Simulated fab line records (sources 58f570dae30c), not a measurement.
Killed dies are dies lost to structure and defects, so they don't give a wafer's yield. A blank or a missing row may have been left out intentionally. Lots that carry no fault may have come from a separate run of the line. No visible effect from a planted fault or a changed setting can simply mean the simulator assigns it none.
A struck lot beside a sound one :: flow berkeley_cmos170 :: 15 out of 331 route steps
Sound: these wafers, L374.4, L374.5, L374.6. Wafers L367.2, L367.3, L367.4 were the ones struck. The cause is named last.
At each step with rows: each side's tool, then ch and its chambers, then its first start. Under that, the readings that differ: sound wafers :: struck wafers :: difference of the means :: sigmas: that difference in standard deviations of wafers without a fault.
alike: readings whose means differ by less than 2 such deviations, and words and numbers that are the same on both sides. not compared: withheld readings, readings that some wafer has no value for, bounds like >300 that may hide the same value, and numbers for which the record gives no deviation and whose values overlap.
The two part at a step that has a row with sigmas, a row that says differs or no value, or rows on one side only. Numbers that don't overlap but have no deviation are shown without sigmas and don't part them. A reading that every wafer of one side lacks parts them only if that side has two wafers or more.

UCB170_V1_CMP_02: polishes SiO2.
  sound on cmp-01 ch 1,2,3, day 10 22:22; struck on cmp-01 ch 0,1,3, day 9 19:47
  alike: motor_current_A
UCB170_V1_BOW_MEAS_03:
  struck on film_metro-02, day 9 20:17; sound on film_metro-01, day 10 22:35
  alike: V1_BOW
UCB170_V1_THK_MEAS_04:
  struck on film_metro-02, day 9 20:23; sound on film_metro-01, day 10 22:40
  alike: V1_POLISHED_THK
then, 7 steps without rows for these wafers: UCB170_V1_CLEAN_05 (cleans in DIW); UCB170_V1_HMDS_06 (prime time 60 s); UCB170_V1_COAT_07 (resist thk 900 nm); UCB170_V1_SOFTBAKE_08 (time 60 s); UCB170_V1_EXPOSE_09 (exposes mask VIA1, target cd 700 nm); UCB170_V1_PEB_10; UCB170_V1_DEVELOP_11 (develop time 45 s).
UCB170_V1_CD_MEAS_12: target cd 700 nm.
  struck on cd_sem-02, day 9 21:55; sound on cd_sem-01, day 11 01:46
  alike: cd_nm
UCB170_V1_OVL_MEAS_13:
  struck on overlay-02, day 9 22:01; sound on overlay-01, day 11 01:51
  alike: V1_OVL
UCB170_V1_ETCH_14: etches SiO2 in CHF3/CF4/Ar, stops on Al, target depth 1250 nm, time 291 s.
  sound on rie_diel-01 ch 0,2,3, day 11 01:52; struck on rie_diel-02 ch 0,1,3, day 9 22:02
  no value came back on the struck wafers for any of 5 readings (CHF3_flow_sccm (sccm), cf4_flow_sccm (sccm) and others); on the sound wafers CHF3_flow_sccm (sccm) reads 44.87 45.12 44.87
reading: model.KrF_of_V1_COAT_07.thk_nm (nm)
sound: 613 613.6 613.5
struck: 884.8 884.3 886.8
difference: +271.9
sigmas: 
  not compared: rf_hours_counter_h
UCB170_V1_STRIP_15: strips in O2.
  sound on plasma_asher-01 ch 0,1, day 11 02:05; struck on plasma_asher-02 ch 0,1, day 9 22:13
reading: oes_product_au (a.u.)
sound: 0.726 0.727 0.720
struck: 0.735 0.741 0.735
difference: +0.013
sigmas: +3

reading: strip_time_to_endpoint_s (s)
sound: 15.37 15.40 15.37
struck: 21.60 21.58 21.66
difference: +6.23
sigmas: +75
  alike: drypump_motor_current_A
  not compared: rf_hours_counter_h
UCB170_V1_CD_MEAS_90: target cd 700 nm.
  struck on cd_sem-02, day 9 22:20; sound on cd_sem-02, day 11 02:12
reading: cd_nm (nm)
sound: 697.7 699.5 699.7
struck: - - -
difference: no value on the struck wafers
sigmas: 

== WHERE THEY PART ==
At UCB170_V1_ETCH_14 first; at UCB170_V1_CD_MEAS_90 last (within this record only).

WHY: what the simulator had put in
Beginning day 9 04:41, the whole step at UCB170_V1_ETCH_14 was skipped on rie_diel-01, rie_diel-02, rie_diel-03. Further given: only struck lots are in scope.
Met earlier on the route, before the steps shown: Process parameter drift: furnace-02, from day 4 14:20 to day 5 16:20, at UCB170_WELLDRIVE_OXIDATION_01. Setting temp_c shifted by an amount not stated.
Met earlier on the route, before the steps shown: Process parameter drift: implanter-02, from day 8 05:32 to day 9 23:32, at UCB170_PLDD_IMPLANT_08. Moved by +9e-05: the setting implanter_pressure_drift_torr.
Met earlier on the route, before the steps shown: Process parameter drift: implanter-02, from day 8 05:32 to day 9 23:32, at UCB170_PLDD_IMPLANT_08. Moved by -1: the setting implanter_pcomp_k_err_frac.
